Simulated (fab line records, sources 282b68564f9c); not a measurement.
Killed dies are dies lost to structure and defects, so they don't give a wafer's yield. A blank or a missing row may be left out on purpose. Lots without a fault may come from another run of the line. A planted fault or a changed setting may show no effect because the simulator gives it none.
Which tool did it? | flow rit_cmos | 13 lots, 39 wafers sampled, at 3 steps of a route of 202

WHAT THE GAUGES READ, wafer by wafer
RIT_SPACER_THK_MEAS_04. Usual: SPACER_NITRIDE_THK 250.9 nm, standard deviation 2.1.
lot  | measured    | on            | SPACER_NITRIDE_THK (nm)             | flag
L589 | day 3 04:57 | film_metro-01 | 252.8 252.9 249.7                   |
L590 | day 3 10:01 | film_metro-01 | 250.3 250.2 248.9                   |
L591 | day 3 12:35 | film_metro-01 | 251.5 252.3 251.4                   |
L593 | day 4 01:07 | film_metro-03 | 246.9 247.9 248.7                   |
L594 | day 4 10:13 | film_metro-03 | 251.5 248.9 248.0                   |
L595 | day 4 11:22 | film_metro-01 | 247.6 250.2 249.0                   |
L598 | day 5 04:48 | film_metro-04 | 246.6 247.7 248.9                   |
L599 | day 5 06:43 | film_metro-04 | 250.4 249.2 249.6                   |
L600 | day 5 14:27 | film_metro-01 | 388.4 388.5 387.1 388.3 388.3 387.8 | OFF
L603 | day 6 05:08 | film_metro-03 | 249.1 248.8 247.0                   |
L607 | day 7 00:36 | film_metro-03 | 253.1 253.2 252.7                   |
L609 | day 7 12:33 | film_metro-01 | 252.9 252.6 252.8                   |
L610 | day 7 17:11 | film_metro-01 | 249.9 250.4 250.8                   |

WHICH TOOL RAN EACH LOT (tool, then ch and the chambers of the sampled wafers, then the start)
lot  | RIT_PRETRO_STRIP_09                 | RIT_SPACER_CVD_03
L589 | plasma_asher-03 ch 0,1, day 2 12:55 | lpcvd-02 ch 0, day 3 02:05
L590 | plasma_asher-03 ch 1, day 2 18:58   | lpcvd-01 ch 1, day 3 08:05
L591 | plasma_asher-01 ch 0,1, day 2 22:34 | lpcvd-01 ch 1, day 3 10:40
L593 | plasma_asher-01 ch 0,1, day 3 09:13 | lpcvd-01 ch 0, day 3 23:11
L594 | plasma_asher-03 ch 0,1, day 3 15:04 | lpcvd-02 ch 1, day 4 08:17
L595 | plasma_asher-01 ch 0,1, day 3 19:28 | lpcvd-01 ch 1, day 4 09:26
L598 | plasma_asher-01 ch 0,1, day 4 11:20 | lpcvd-01 ch 1, day 5 02:53
L599 | plasma_asher-03 ch 0,1, day 4 16:59 | lpcvd-01 ch 0, day 5 04:48
L600 | plasma_asher-03 ch 0, day 4 21:24   | lpcvd-02 ch 0, day 5 12:32
L603 | plasma_asher-03 ch 0,1, day 5 11:16 | lpcvd-01 ch 0, day 6 03:11
L607 | plasma_asher-02 ch 0,1, day 6 08:23 | lpcvd-01 ch 0, day 6 22:41
L609 | plasma_asher-03 ch 0,1, day 6 19:46 | lpcvd-01 ch 1, day 7 10:37
L610 | plasma_asher-03 ch 0,1, day 7 01:06 | lpcvd-01 ch 1, day 7 15:17
- RIT_PRETRO_STRIP_09: strips in O2, time 180 s.
- RIT_SPACER_CVD_03: deposits Si3N4 from SiH2Cl2/NH3, target thk 250 nm, time 3300 s.

WHAT THE TOOLS THEMSELVES READ (means of the sampled wafers that have a number; where no wafer has one, the mark that the record gives instead)
RIT_PRETRO_STRIP_09. Usual: drypump_motor_current_A 5.7 A, standard deviation 0.45.
lot  | tool            | drypump_motor_current_A (A) | flag
L589 | plasma_asher-03 | 6.1                         |
L590 | plasma_asher-03 | 6.2                         |
L591 | plasma_asher-01 | 5.2                         |
L593 | plasma_asher-01 | 5.2                         |
L594 | plasma_asher-03 | 6.0                         |
L595 | plasma_asher-01 | 5.2                         |
L598 | plasma_asher-01 | 5.2                         |
L599 | plasma_asher-03 | 6.1                         |
L600 | plasma_asher-03 | 5.9                         |
L603 | plasma_asher-03 | 6.0                         |
L607 | plasma_asher-02 | 5.2                         |
L609 | plasma_asher-03 | 6.1                         |
L610 | plasma_asher-03 | 6.1                         |

RIT_SPACER_CVD_03. Usual: spike_tc_centre_C 811.6 C, standard deviation 1.5; spike_tc_load_C 833 C, standard deviation 3.9; spike_tc_source_C 834 C, standard deviation 3; susceptor_temp_C 809.9 C, standard deviation 0.38.
lot  | tool     | spike_tc_centre_C (C) | spike_tc_load_C (C) | spike_tc_source_C (C) | susceptor_temp_C (C) | flag
L589 | lpcvd-02 | 810.9                 | 824                 | 834                   | 810.4                |
L590 | lpcvd-01 | 813.3                 | 836                 | 838                   | 810.1                |
L591 | lpcvd-01 | 813.9                 | 836                 | 837                   | 810.3                |
L593 | lpcvd-01 | 810.8                 | 833                 | 835                   | 810.0                |
L594 | lpcvd-02 | 810.5                 | 834                 | 831                   | 809.7                |
L595 | lpcvd-01 | 813.1                 | 836                 | 837                   | 810.5                |
L598 | lpcvd-01 | 814.0                 | 836                 | 837                   | 809.8                |
L599 | lpcvd-01 | 811.7                 | 833                 | 835                   | 810.1                |
L600 | lpcvd-02 | 835.0                 | 850                 | 859                   | 834.5                | OFF
L603 | lpcvd-01 | 811.1                 | 834                 | 834                   | 810.4                |
L607 | lpcvd-01 | 810.8                 | 834                 | 835                   | 809.4                |
L609 | lpcvd-01 | 812.7                 | 836                 | 838                   | 809.8                |
L610 | lpcvd-01 | 812.4                 | 835                 | 839                   | 810.3                |

THE ANSWER, worked out from the rows above alone
Rule: a lot is off if the mean of its wafers that have a number lies more than 3 standard deviations from the usual mean. A lot without any number at a reading at which 4 lots or more have one is off too. The other lots that the step has rows for count as sound. The gauges are gone through in route order, then the tools' own readings, and for those a lot's mean is taken as printed above. The first step at which some lot is off is used, and at that step the reading that is off furthest; a lot without a number counts as furthest.
Off: L600, at RIT_SPACER_THK_MEAS_04 (SPACER_NITRIDE_THK).
A tool fits if, at a process step before that reading, it ran every lot that is off, and no sound lot after the first of them. The gauges at RIT_SPACER_THK_MEAS_04 aren't tried: what is off there is off at RIT_SPACER_CVD_03 too, on other tools, and a gauge's error can't cause that. One fits: lpcvd-02 at RIT_SPACER_CVD_03. Its last sound lot is L594 (day 4 08:17), its first lot that is off L600 (day 5 12:32): a fault that began between those two fits.
The tool's own readings at RIT_SPACER_CVD_03 bear it out: on the lots that are off they differ by more than 5 times the standard deviation of the sound lots' means. spike_tc_centre_C reads 835.0 C there against 812.1 C on the sound lots; spike_tc_load_C reads 850 C there against 834 C on the sound lots; spike_tc_source_C reads 859 C there against 836 C on the sound lots; susceptor_temp_C reads 834.5 C there against 810.1 C on the sound lots.

WHAT THE SIMULATOR HAD PUT IN
Process parameter drift: lpcvd-02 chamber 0, from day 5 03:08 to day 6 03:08, at RIT_SPACER_CVD_03. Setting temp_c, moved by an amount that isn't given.
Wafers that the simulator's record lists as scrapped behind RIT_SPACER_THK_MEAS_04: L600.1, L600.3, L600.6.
Lots struck among those shown: L600. The rule above found the same.
